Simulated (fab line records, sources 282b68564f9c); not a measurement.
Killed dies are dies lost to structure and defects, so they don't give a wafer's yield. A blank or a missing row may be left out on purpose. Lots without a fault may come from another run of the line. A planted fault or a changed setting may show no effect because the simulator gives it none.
fab line records | flow rit_cmos
record lots=6 wafers=18 last_day=7
route steps=202 shown NRETRO@60 PRETRO@64 GATE@75 M1@202
lots that met no fault: from a run of the same line without faults
start_h: hours from the record's first day to the start of the lot's first wafer shown | wait_h: hours since the lot's step before | " the same as in the row above | L1.1+2: a row that stands for several wafers | - no value, or no start given | * or withheld: withheld | < > ~ a bound
route shown NAME@n: a module of which the file shows steps, and the number in the route of the first | usual: mean/standard deviation of fault-free wafers | same: alike in all rows | chamber/n: place in a boat | sites: the reading at each site | _std_site: their standard deviation | _edge_site: outer sites' mean less inner sites' | radius_mm: how far each site lies from the wafer's centre | mask NAME#n: copy n | behind: the tool/chamber that last shaped the wafer | hold: why the lot was held/for how many hours/how that ended | device: the transistor (n, p or np) that didn't switch | end of line: the same wafers' tests at the end of the route | a step without rows: its recipe alone | killed: dies lost to structure and defects at the first sort, not the wafer's yield | map: a wafer's dies, x killed, . not, _ none there
set.NAME: the setting as run; set.NAME@STEP: as run at that earlier step | model.NAME: the simulator's own value behind a step, which no gauge read
lots at some steps of the route; a table a step, a row a wafer
services: from which hour (start_h, from the record's first day; less than 0 if before it) a tool's chamber was out of use, for how many hours, and why
## steps
# step RIT_NRETRO_HARDBAKE_07
# recipe resist=NOVOLAK temp_c=140 time_s=120
# step RIT_NRETRO_IMPLANT_08
# recipe species=P energy_kev=70 dose_cm2=1e+13 tilt_deg=7
# step RIT_NRETRO_STRIP_09
# recipe chemistry=O2 time_s=180 resist=NOVOLAK platen_temp_c=withheld power_w=500 pressure_mtorr=4000 o2_flow_sccm=4000
# usual chamber_pressure_mTorr=4000/3.6 drypump_motor_current_A=5.94/0.24
# columns lot.wafer tool chamber start_h wait_h chamber_pressure_mTorr drypump_motor_current_A rf_hours_counter_h
L701.4 plasma_asher-02 1 57.50 0.1 4001 6.17 -
L701.5 " 0 " " 3998 5.83 -
L701.6 " 1 " " 4006 6.15 -
L702.1 plasma_asher-02 0 62.43 0.1 3998 5.84 42
L702.3 " 1 " " 4002 6.14 -
L702.6 " 0 " " 3998 5.83 -
L706.1 plasma_asher-01 0 83.37 0.1 4000 6.23 45
L706.2 " 1 " " 3993 5.54 45
L706.4 " 0 " " 4001 6.23 -
L711.1 plasma_asher-01 1 106.80 0.1 4001 5.54 47
L711.2 " 0 " " 3996 6.21 47
L711.6 " 1 " " 3997 5.55 -
L712.1 plasma_asher-01 1 111.64 0.1 3999 5.55 47
L712.3 " 1 " " 4002 5.55 -
L712.5 " 1 " " 3991 5.52 -
L716.1 plasma_asher-01 0 130.31 0.1 3999 6.25 50
L716.2 " 1 " " 3997 5.53 50
L716.4 " 1 " " 3995 5.52 -
# step RIT_NRETRO_TW_MEAS_10
# usual NRETRO_TW=1040/10
# columns lot.wafer tool chamber start_h wait_h NRETRO_TW
L701.4 film_metro-03 - 57.65 0.1 1051
L701.5 " - " " 1049
L701.6 " - " " 1044
L702.1 film_metro-01 - 62.60 0.1 1022
L702.3 " - " " 1029
L702.6 " - " " 1023
L706.1 film_metro-02 - 83.55 0.1 1036
L706.2 " - " " 1036
L706.4 " - " " 1039
L711.1 film_metro-02 - 106.97 0.1 1045
L711.2 " - " " 1050
L711.6 " - " " 1046
L712.1 film_metro-02 - 111.81 0.1 1045
L712.3 " - " " 1044
L712.5 " - " " 1039
L716.1 film_metro-01 - 130.48 0.1 1026
L716.2 " - " " 1021
L716.4 " - " " 1025
# step RIT_PRETRO_HMDS_00
# recipe prime_time_s=60 prime_temp_c=140
# step RIT_PRETRO_COAT_01
# recipe resist=NOVOLAK spin_rpm=2000 resist_thk_nm=1300
# step RIT_PRETRO_SOFTBAKE_02
# recipe resist=NOVOLAK temp_c=90 time_s=60
# step RIT_PRETRO_EXPOSE_03
# recipe mask_id=M5 na=0.57 target_cd_nm=43700 dose_mj=250
# step RIT_PRETRO_PEB_04
# recipe resist=NOVOLAK temp_c=withheld time_s=withheld
# step RIT_PRETRO_DEVELOP_05
# recipe resist=NOVOLAK develop_time_s=68 dev_temp_c=23
# step RIT_PRETRO_OVL_MEAS_06
# usual PRETRO_OVL=-0.1/1.4
# columns lot.wafer tool chamber start_h wait_h PRETRO_OVL[nm]
L701.4 overlay-01 - 58.72 - 0.9
L701.5 " - " " 0.6
L701.6 " - " " 0.8
L702.1 overlay-02 - 63.67 - 0.4
L702.3 " - " " -1.6
L702.6 " - " " 0.3
L706.1 overlay-02 - 84.61 - 0.8
L706.2 " - " " -0.2
L706.4 " - " " -0.9
L711.1 overlay-01 - 108.04 - -2.0
L711.2 " - " " -1.3
L711.6 " - " " -2.2
L712.1 overlay-01 - 112.88 - 1.8
L712.3 " - " " -0.8
L712.5 " - " " 1.9
L716.1 overlay-02 - 131.73 - -3.0
L716.2 " - " " -2.4
L716.4 " - " " -1.1
# step RIT_PRETRO_HARDBAKE_07
# recipe resist=NOVOLAK temp_c=140 time_s=120
# step RIT_PRETRO_IMPLANT_08
# recipe species=B energy_kev=45 dose_cm2=1.2e+13 tilt_deg=7
# usual beam_on_s=10.00/0.2 tilt_deg=7.002/0.021
# columns lot.wafer tool chamber start_h wait_h beam_on_s tilt_deg
L701.4 implanter-01 0 59.07 0.2 9.89 1.894
L701.5 " 0 " " 9.99 1.949
L701.6 " 0 " " 9.57 1.932
L702.1 implanter-01 0 63.96 0.2 10.28 1.930
L702.3 " 0 " " 10.18 1.930
L702.6 " 0 " " 10.03 1.915
L706.1 implanter-03 0 84.90 0.2 9.91 6.981
L706.2 " 0 " " 10.15 6.995
L706.4 " 0 " " 9.71 7.004
L711.1 implanter-02 0 108.32 0.2 9.93 7.000
L711.2 " 0 " " 10.28 6.990
L711.6 " 0 " " 10.22 7.039
L712.1 implanter-02 0 113.16 0.2 10.03 7.048
L712.3 " 0 " " 10.24 7.000
L712.5 " 0 " " 9.92 6.976
L716.1 implanter-01 0 132.02 0.2 9.95 7.012
L716.2 " 0 " " 9.66 6.993
L716.4 " 0 " " 10.47 6.986
# step RIT_PRETRO_STRIP_09
# recipe chemistry=O2 time_s=180 resist=NOVOLAK platen_temp_c=withheld power_w=500 pressure_mtorr=4000 o2_flow_sccm=4000
# usual chamber_pressure_mTorr=4001/4 drypump_motor_current_A=5.85/0.3
# columns lot.wafer tool chamber start_h wait_h chamber_pressure_mTorr drypump_motor_current_A rf_hours_counter_h
L701.4 plasma_asher-01 0 59.20 0.1 4007 6.23 -
L701.5 " 0 " " 3991 6.25 -
L701.6 " 1 " " 3997 5.54 -
L702.1 plasma_asher-02 0 64.11 0.1 3998 5.86 42
L702.3 " 0 " " 4009 5.84 -
L702.6 " 0 " " 4001 5.85 -
L706.1 plasma_asher-02 0 85.05 0.1 4006 5.86 44
L706.2 " 1 " " 4000 6.14 44
L706.4 " 1 " " 4007 6.14 -
L711.1 plasma_asher-01 0 108.47 0.1 4007 6.23 47
L711.2 " 1 " " 3997 5.54 47
L711.6 " 1 " " 3993 5.53 -
L712.1 plasma_asher-02 0 113.31 0.1 4001 5.82 47
L712.3 " 1 " " 3996 6.13 -
L712.5 " 0 " " 3997 5.82 -
L716.1 plasma_asher-04 0 132.17 0.1 4005 5.42 1
L716.2 " 1 " " 3996 5.59 1
L716.4 " 0 " " 3996 5.44 -
# step RIT_PRETRO_TW_MEAS_10
# usual PRETRO_TW=474/6
# columns lot.wafer tool chamber start_h wait_h hold PRETRO_TW
L701.4 film_metro-04 - 59.35 0.1 - 457
L701.5 " - " " - 457
L701.6 " - " " - 454
L702.1 film_metro-02 - 64.28 0.1 await_dispo/0.2h/release 452
L702.3 " - " " await_dispo/0.2h/release 451
L702.6 " - " " await_dispo/0.2h/release 452
L702.1 film_metro-02 - 64.51 0.2 - 450
L702.3 " - " " - 451
L702.6 " - " " - 453
L706.1 film_metro-01 - 85.22 0.1 - 465
L706.2 " - " " - 469
L706.4 " - " " - 466
L711.1 film_metro-04 - 108.65 0.1 - 483
L711.2 " - " " - 482
L711.6 " - " " - 481
L712.1 film_metro-02 - 113.49 0.1 - 472
L712.3 " - " " - 468
L712.5 " - " " - 471
L716.1 film_metro-04 - 132.34 0.1 - 481
L716.2 " - " " - 480
L716.4 " - " " - 480
# step RIT_GATE_WET_ETCH_00
# recipe chemistry=BOE target=SiO2 target_depth_nm=56 time_s=60 dry=n2_spin dilution=10:1 temp_c=21.5
# step RIT_M1_PROBE_99
# usual killed_at_M0_to_M3=0.0/0.16 killed_at_contacts=0.0/0.2 killed_at_front_end=7.2/2.5 killed_dies=7.3/2.5 killed_open=3.8/1.9 killed_short=3.5/1.8
# same gross_dies=264 killed_at_M4_up=0 killed_at_back_side=0 killed_at_other=0
# columns lot.wafer tool chamber start_h wait_h killed_at_M0_to_M3 killed_at_contacts killed_at_front_end killed_dies killed_open killed_short
L701.4 prober-02 - 84.81 0.2 0 0 3 3 3 0
L701.5 prober-02 - 84.86 0.2 0 0 7 7 4 3
L701.6 prober-02 - 84.91 0.2 0 0 5 5 4 1
L702.1 prober-01 - 93.54 0.1 1 0 7 8 3 5
L702.3 prober-01 - 93.64 0.2 0 0 10 10 5 5
L702.6 prober-01 - 93.79 0.2 0 0 6 6 2 4
L706.1 prober-01 - 112.17 0.1 0 0 9 9 6 3
L706.2 prober-01 - 112.22 0.1 0 0 9 9 4 5
L706.4 prober-01 - 112.32 0.2 0 0 5 5 4 1
L711.1 prober-01 - 134.63 0.1 0 0 3 3 1 2
L711.2 prober-01 - 134.68 0.1 0 0 7 7 6 1
L711.6 prober-01 - 134.88 0.2 0 0 7 7 4 3
L712.1 prober-02 - 140.04 0.1 0 1 10 11 3 8
L712.3 prober-02 - 140.14 0.2 0 0 4 4 2 2
L712.5 prober-02 - 140.24 0.2 0 0 10 10 4 6
L716.1 prober-02 - 159.91 0.1 0 0 7 7 5 2
L716.2 prober-02 - 159.96 0.1 0 0 10 10 8 2
L716.4 prober-02 - 160.06 0.2 0 0 4 4 2 2
# killed by level:class
L701.4 FOX1:geometric_particle:open=2 GATE:geometric_particle:open=1
L701.5 GATE:geometric_particle:open=2 FOX1:geometric_particle:open=1 FOX2:geometric_particle:short=1 REOX:geometric_particle:short=1 SILICIDE:geometric_particle:short=1 SILICIDE:geometric_particle:open=1
L701.6 FOX1:geometric_particle:open=2 GATE:geometric_particle:open=1 REOX:geometric_particle:open=1 SILICIDE:geometric_particle:short=1
L702.1 FOX2:geometric_particle:short=2 GATE:geometric_particle:short=1 GATE:geometric_particle:open=1 REOX:geometric_particle:open=1 SILICIDE:geometric_particle:open=1 SILICIDE:geometric_particle:short=1 M1:geometric_particle:short=1
L702.3 GATE:geometric_particle:open=3 SILICIDE:geometric_particle:short=2 FOX2:geometric_particle:short=1 GATE:geometric_particle:short=1 REOX:geometric_particle:short=1 REOX:geometric_particle:open=1 SILICIDE:geometric_particle:open=1
L702.6 FOX1:geometric_particle:short=2 GATE:geometric_particle:short=1 GATE:geometric_particle:open=1 SPACER:geometric_particle:open=1 SILICIDE:geometric_particle:short=1
L706.1 GATE:geometric_particle:open=3 SPACER:geometric_particle:short=2 SILICIDE:geometric_particle:open=2 SPACER:geometric_particle:open=1 SILICIDE:geometric_particle:short=1
L706.2 GATE:geometric_particle:short=2 SPACER:geometric_particle:open=2 SPACER:geometric_particle:short=2 REOX:geometric_particle:open=1 REOX:geometric_particle:short=1 SILICIDE:geometric_particle:open=1
L706.4 FOX1:geometric_particle:open=1 GATE:geometric_particle:short=1 GATE:geometric_particle:open=1 REOX:geometric_particle:open=1 SPACER:geometric_particle:open=1
L711.1 GATE:geometric_particle:short=1 GATE:geometric_particle:open=1 SPACER:geometric_particle:short=1
L711.2 GATE:geometric_particle:open=4 FOX2:geometric_particle:open=1 GATE:geometric_particle:short=1 SILICIDE:geometric_particle:open=1
L711.6 FOX2:geometric_particle:open=1 FOX2:geometric_particle:short=1 GATE:geometric_particle:short=1 GATE:geometric_particle:open=1 REOX:geometric_particle:open=1 REOX:geometric_particle:short=1 SPACER:geometric_particle:open=1
L712.1 GATE:geometric_particle:short=3 GATE:geometric_particle:open=2 REOX:geometric_particle:short=2 FOX1:geometric_particle:short=1 SPACER:geometric_particle:open=1 SPACER:geometric_particle:short=1 CONTACT:geometric_particle:short=1
L712.3 GATE:geometric_particle:short=1 REOX:geometric_particle:open=1 SPACER:geometric_particle:open=1 SPACER:geometric_particle:short=1
L712.5 SPACER:geometric_particle:short=4 GATE:geometric_particle:open=2 SPACER:geometric_particle:open=2 GATE:geometric_particle:short=2
L716.1 SPACER:geometric_particle:open=3 GATE:geometric_particle:short=2 GATE:geometric_particle:open=1 SILICIDE:geometric_particle:open=1
L716.2 GATE:geometric_particle:open=5 SPACER:geometric_particle:open=2 FOX1:geometric_particle:open=1 REOX:geometric_particle:short=1 SPACER:geometric_particle:short=1
L716.4 FOX1:geometric_particle:short=1 REOX:geometric_particle:open=1 SILICIDE:geometric_particle:open=1 SILICIDE:geometric_particle:short=1
## services
# columns tool chamber start_h hours kind
implanter-01 - 36.80 3.0 repair
implanter-02 - 49.55 4.1 pm
plasma_asher-02 - 79.75 1.5 repair
plasma_asher-01 - 86.60 2.0 repair
implanter-01 - 87.16 1.8 repair
implanter-01 - 96.89 0.7 repair
plasma_asher-04 - 108.75 9.0 pm
plasma_asher-04 0 108.75 9.0 vent_cycle
plasma_asher-04 1 108.75 9.0 vent_cycle
plasma_asher-04 0 117.75 - clean
plasma_asher-04 1 117.75 - clean
implanter-03 - 128.68 36.5 repair
## key
first_sign step=RIT_PRETRO_IMPLANT_08 reading=tilt_deg direction=down sigmas=99+ usual=7.002 struck=1.925
effect step=RIT_PRETRO_TW_MEAS_10 reading=visit direction=added
met_at RIT_PRETRO_IMPLANT_08
struck_wafers L701.4,L701.5,L701.6,L702.1,L702.3,L702.6
tester_left_out L701,L702
fault kind=process_parameter_drift tool=implanter-01 chamber=- onset_h=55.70 steps=RIT_PRETRO_IMPLANT_08 channel=tilt_deg offset=-5.0758 shape=step end_h=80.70 acts_in=these_recipes_only stated=7
# tester_left_out: of these lots the tester's yield and bins aren't shown, on N5 and GAA mostly nor the transistor test; their killed dies are dies lost to structure and defects alone, not to doping, threshold or leakage, so they don't give the yield
